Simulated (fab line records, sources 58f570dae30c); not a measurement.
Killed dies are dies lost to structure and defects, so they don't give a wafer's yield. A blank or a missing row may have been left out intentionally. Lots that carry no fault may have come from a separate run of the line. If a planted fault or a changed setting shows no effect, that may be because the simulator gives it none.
Problem report in the 8D (eight disciplines) form, filled by code | flow berkeley-cmos170 | the parts of the form that need people (team, actions taken, sign-off) are left out

== 1. PROBLEM STATEMENT ==
V1_POLISHED_THK at UCB170_V1_THK_MEAS_04 reads a mean of 749.9 nm on 1 wafer of 1 lot; wafers without a fault read 1000.1 nm with a standard deviation of 1.1. That is -99 or more standard deviations from the usual mean.
Earliest sighting: wafer L707.1 on film-metro-01 at day 11 04:01. The record holds 39 wafers of 13 lots with a number at this step. Rule for "out", or "out of limits": more than 4 standard deviations from the usual mean. Any other wafer with a number is counted as sound.

== 2. WHAT IT IS; WHAT IT IS NOT ==
question                    | is                | is not
which readings at this step | V1_POLISHED_THK   | -
which lots                  | L707              | L693, L694, L696, L697, L698, L700, L701, L702, L712, L713, L714, L716
which wafers of those lots  | L707.1            | L707.3, L707.6
read on which gauges        | film-metro-01     | film-metro-03, film-metro-04
when                        | from day 11 04:01 | up to then (26 sound wafers); but 12 sound wafers of L712, L713, L714, L716 came after

== 3. THE SUSPECTS, EACH WITH WHAT RULES IT OUT ==
Counting: if a tool at a process step up to the reading ran every lot that is out, it stays a suspect. Sound lots after the first of them don't rule it out here, since some wafers of a struck lot are sound.
- the gauge at UCB170_V1_THK_MEAS_04: ruled out. All the wafers that are out were read on film-metro-01, but those of them that UCB170_V1_ETCH_14 has rows for are out there too, on other tools.
- cmp-01 at UCB170_V1_CMP_02 (polishes SiO2): kept. It ran the lot that is out, L707 (day 11 03:35); its last sound lot up to then is L702 (day 9 23:50).
- The sound lot-mates ran in chamber 2 of cmp-01 at UCB170_V1_CMP_02, but the wafers that are out ran in chamber 0.
Left after counting: cmp-01 at UCB170_V1_CMP_02.

== 4. THE CAUSE (what the simulator had put in) ==
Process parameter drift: cmp-01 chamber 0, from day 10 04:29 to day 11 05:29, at UCB170_V1_CMP_02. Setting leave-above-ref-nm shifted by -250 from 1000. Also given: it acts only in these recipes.
Counting left only this tool.

== 5. THE CHAIN OF EFFECTS, in route order ==
One row per reading whose mean, taken over the struck wafers that have a number, lies over 3 standard deviations from the usual. Readings are gone through only where the record gives a usual standard deviation; hours: the median, over the lots, of the time from a lot's start at the first step in this table giving one to that lot's start at this step; sigmas: the change measured in usual standard deviations.
hours | step                  | reading         | usual      | on struck wafers | change | sigmas
0     | UCB170_V1_THK_MEAS_04 | V1_POLISHED_THK | 1000.1 nm  | 749.9            | -250.2 | -99 or more
3     | UCB170_V1_ETCH_14     | oes-product-au  | 0.870 a.u. | 0.747            | -0.123 | -13
It contains these process steps:
- UCB170_V1_ETCH_14: etches SiO2 in CHF3/CF4/Ar, stops on Al, target depth 1250 nm, time 291 s.
Later measuring or inspecting steps at which every struck wafer that the step has a row for has a number for every such reading, and none has moved that far: UCB170_V1_OVL_MEAS_13.

== 6. HOW IT WOULD HAVE BEEN CAUGHT EARLIER ==
The first out-of-limits reading at a measuring or inspecting step in this record came at day 11 04:01, 24 hours after the fault's start at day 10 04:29.
Tool readings at UCB170_V1_CMP_02 with a usual standard deviation given in the record: none out on any struck wafer, hence no alarm at a limit of 4 standard deviations on them.
Lots out: 1; all had begun UCB170_V1_CMP_02 on cmp-01 by day 11 04:01. None of them would have been spared by holding the tool at that moment.
